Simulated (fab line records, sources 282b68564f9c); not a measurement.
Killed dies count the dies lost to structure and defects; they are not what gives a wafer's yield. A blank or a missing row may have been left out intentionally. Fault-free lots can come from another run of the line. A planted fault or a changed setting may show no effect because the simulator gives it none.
A struck lot beside a sound one + flow rit cmos + 18 out of 202 route steps
Sound: wafers L975.2, L975.3, L975.5. Wafers struck: L982.1, L982.4, L982.5. The cause comes at the end.
Per side, at each step with rows, come the tool, then ch with its chambers, and then its first start. Under that, the readings that differ: sound wafers + struck wafers + difference of the means + sigmas: that difference in standard deviations of wafers without a fault.
alike: same words and numbers on both sides, and readings whose means sit less than 2 such deviations apart. not compared: any withheld reading, any reading some wafer has no value for, any bound like >300 that may hide the same value, and any number with overlapping values for which the record gives no deviation.
The two part at a step that has a row with sigmas, a row that says differs or no value, or rows on one side only. When numbers do not overlap yet have no deviation, they are printed without sigmas and do not part them. A reading missing from all wafers of one side parts the sides only when that side holds two or more wafers.

RIT_GATE_OVL_MEAS_17:
  sound on overlay-01 at day 4 13:50; struck on overlay-02 at day 5 21:18
| reading       | sound       | struck         | difference | sigmas |
|---------------|-------------|----------------|------------|--------|
| GATE_OVL (nm) | 3.2 2.9 1.8 | -0.2 -1.5 -1.5 | -3.7       | -2     |
then, 1 step without rows for these wafers: RIT_GATE_HARDBAKE_18 (time 60 s).
RIT_GATE_ETCH_19: etches poly-Si in SF6/CHF3/O2, stops on SiO2, time 165 s, target depth 312.5 nm.
  sound on rie si-01 ch 0,3, day 4 14:01; struck on rie si-02 ch 1,3, day 5 21:29
  alike: SF6_flow_sccm, chamber pressure mTorr, drypump motor current A, oes product au, throttle valve pct
  not compared: rf hours counter h
RIT_GATE_STRIP_20: strips in O2, time 180 s.
  sound on plasma asher-01 ch 0,1, day 4 14:07; struck on plasma asher-02 ch 1, day 5 21:36
  alike: chamber pressure mTorr, drypump motor current A
  not compared: rf hours counter h
RIT_GATE_CD_MEAS_90: the cd target is 150 nm.
  sound on cd sem-02 at day 4 14:19; struck on cd sem-02 at day 5 21:46
  alike: cd nm
then, 4 steps without rows for these wafers: RIT_REOX_CLEAN_00 (cleans in SC1, time 600 s); RIT_REOX_CLEAN_01 (cleans in dHF, time 30 s); RIT_REOX_CLEAN_02 (cleans in SC2, time 600 s); RIT_REOX_OXIDATION_03 (target thk 25.2 nm, ox time 5580 s).
RIT_REOX_THK_MEAS_04:
  sound on film metro-02 at day 4 17:22; struck on film metro-04 at day 6 00:55
  alike: REOX_OXIDE_THK
then, 2 steps without rows for these wafers: RIT_NLDD_HMDS_00 (prime time 60 s); RIT_NLDD_COAT_01 (resist thk 1000 nm).
RIT_NLDD_SOFTBAKE_02: time 60 s.
  sound on litho track-03 ch 0, day 4 17:45; struck on litho track-03 ch 0, day 6 01:17
| reading                  | sound             | struck            | difference | sigmas |
|--------------------------|-------------------|-------------------|------------|--------|
| heater power total W (W) | 34.48 34.50 34.56 | 32.52 32.49 32.46 | -2.02      | -39    |
| plate temp C (C)         | 90.15 89.94 90.06 | 86.03 85.88 86.08 | -4.05      | -31    |
  alike: chill plate temp C
then, 2 steps without rows for these wafers: RIT_NLDD_EXPOSE_03 (exposes mask M7, target cd 40700 nm); RIT_NLDD_PEB_04.
RIT_NLDD_DEVELOP_05: develop time 50 s.
  sound on litho track-01 ch 0; struck on litho track-01 ch 0
  alike: chill plate temp C
  not compared: model.NOVOLAK_of_NLDD_COAT_01.thk nm
RIT_NLDD_OVL_MEAS_06:
  sound on overlay-01 at day 4 18:25; struck on overlay-01 at day 6 01:57
  alike: NLDD_OVL
RIT_M1_PROBE_99:
  sound on prober-01 at day 5 11:05; struck on prober-01 at day 6 17:45
  alike: killed at contacts, killed at front end, killed dies, killed open, killed short

== WHERE THEY PART ==
At RIT_GATE_OVL_MEAS_17 first; at RIT_NLDD_SOFTBAKE_02 last (within this record only). Later steps at which nothing parts them and some readings are alike: RIT_NLDD_DEVELOP_05, RIT_NLDD_OVL_MEAS_06, RIT_M1_PROBE_99.

WHY: what had been put in by the simulator
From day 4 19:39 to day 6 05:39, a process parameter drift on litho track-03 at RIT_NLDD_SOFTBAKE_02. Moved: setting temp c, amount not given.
